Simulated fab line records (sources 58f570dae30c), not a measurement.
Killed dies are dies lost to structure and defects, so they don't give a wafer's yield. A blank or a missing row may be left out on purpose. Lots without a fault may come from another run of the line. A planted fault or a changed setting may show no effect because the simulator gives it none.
Split-lot study | flow berkeley-cmos170 | 5 lots, 23 wafers read, on a route of 331 steps

== THE SPLIT ==
At UCB170_NWELL_CVD_04 (deposits Si3N4 from SiH2Cl2/NH3, target thk 224 nm, time 3360 s), the setting time-s was moved away from the recipe's 3360 s on 15 of the 23 wafers read, by +7.0% to +14.4%. The other wafers ran this setting at the recipe's value.

Split to reading: the file shows no intervening step.

== THE READING ==
NWELL_NITRIDE_THK at UCB170_NWELL_THK_MEAS_05, in nm. A value of 223.3 nm with a standard deviation of 2.5 nm is what fault-free wafers of this fab line usually give.

wafer  | tool, chamber at the split | time-s as run, s | against the recipe | NWELL_NITRIDE_THK, nm | against lot-mates on the recipe
L074.1 | -, -                       | 3360             | recipe             | 222.6                 | -
L074.2 | -, -                       | 3360             | recipe             | 220.9                 | -
L074.4 | -, -                       | 3360             | recipe             | 222.9                 | -
L074.5 | -, -                       | 3360             | recipe             | 221.3                 | -
L074.6 | -, -                       | 3360             | recipe             | 223.4                 | -
L076.1 | lpcvd-01, 1                | 3360             | recipe             | 221.9                 | -
L076.4 | lpcvd-01, 1                | 3360             | recipe             | 223.7                 | -
L076.5 | lpcvd-01, 1                | 3360             | recipe             | 223.4                 | -
L077.1 | -, -                       | 3595             | +7.0%              | 238.5                 | no lot-mate on the recipe
L077.2 | -, -                       | 3595             | +7.0%              | 238.0                 | no lot-mate on the recipe
L077.3 | -, -                       | 3595             | +7.0%              | 238.4                 | no lot-mate on the recipe
L077.4 | -, -                       | 3595             | +7.0%              | 236.9                 | no lot-mate on the recipe
L077.6 | -, -                       | 3595             | +7.0%              | 239.2                 | no lot-mate on the recipe
L080.1 | -, -                       | 3729             | +11.0%             | 249.8                 | no lot-mate on the recipe
L080.2 | -, -                       | 3729             | +11.0%             | 249.5                 | no lot-mate on the recipe
L080.4 | -, -                       | 3729             | +11.0%             | 251.0                 | no lot-mate on the recipe
L080.5 | -, -                       | 3729             | +11.0%             | 247.9                 | no lot-mate on the recipe
L080.6 | -, -                       | 3729             | +11.0%             | 248.8                 | no lot-mate on the recipe
L083.1 | -, -                       | 3843             | +14.4%             | 255.9                 | no lot-mate on the recipe
L083.2 | -, -                       | 3843             | +14.4%             | 254.8                 | no lot-mate on the recipe
L083.3 | -, -                       | 3843             | +14.4%             | 257.3                 | no lot-mate on the recipe
L083.4 | -, -                       | 3843             | +14.4%             | 254.3                 | no lot-mate on the recipe
L083.5 | -, -                       | 3843             | +14.4%             | 255.6                 | no lot-mate on the recipe

THE FIT
A straight line over all 23 wafers: NWELL_NITRIDE_THK changes by +2.34 nm for each +1% of time-s; r = +1.00; the points scatter about the line by 1.2 nm.
Too few moved wafers have a lot-mate on the recipe to fit a line with each lot's own level taken away.

== THE WHOLE CHAIN: every reading that the file lists as answering this split, in the file's order ==
step                     | what it does                                                    | reading                                                                       | change (the file's fit)              | r (the file's)
UCB170_NWELL_CVD_04      | deposits Si3N4 from SiH2Cl2/NH3, target thk 224 nm, time 3360 s | Si3N4_of_NWELL_CVD_04.thk-nm (the simulator's own value, which no gauge read) | +2.34 nm for each +1% of the setting | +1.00
UCB170_NWELL_THK_MEAS_05 |                                                                 | NWELL_NITRIDE_THK                                                             | +2.34 for each +1% of the setting    | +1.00

== THE FILE'S OWN FIT ==
NWELL_NITRIDE_THK changes by +2.34 nm for each +1% of time-s, r = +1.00.
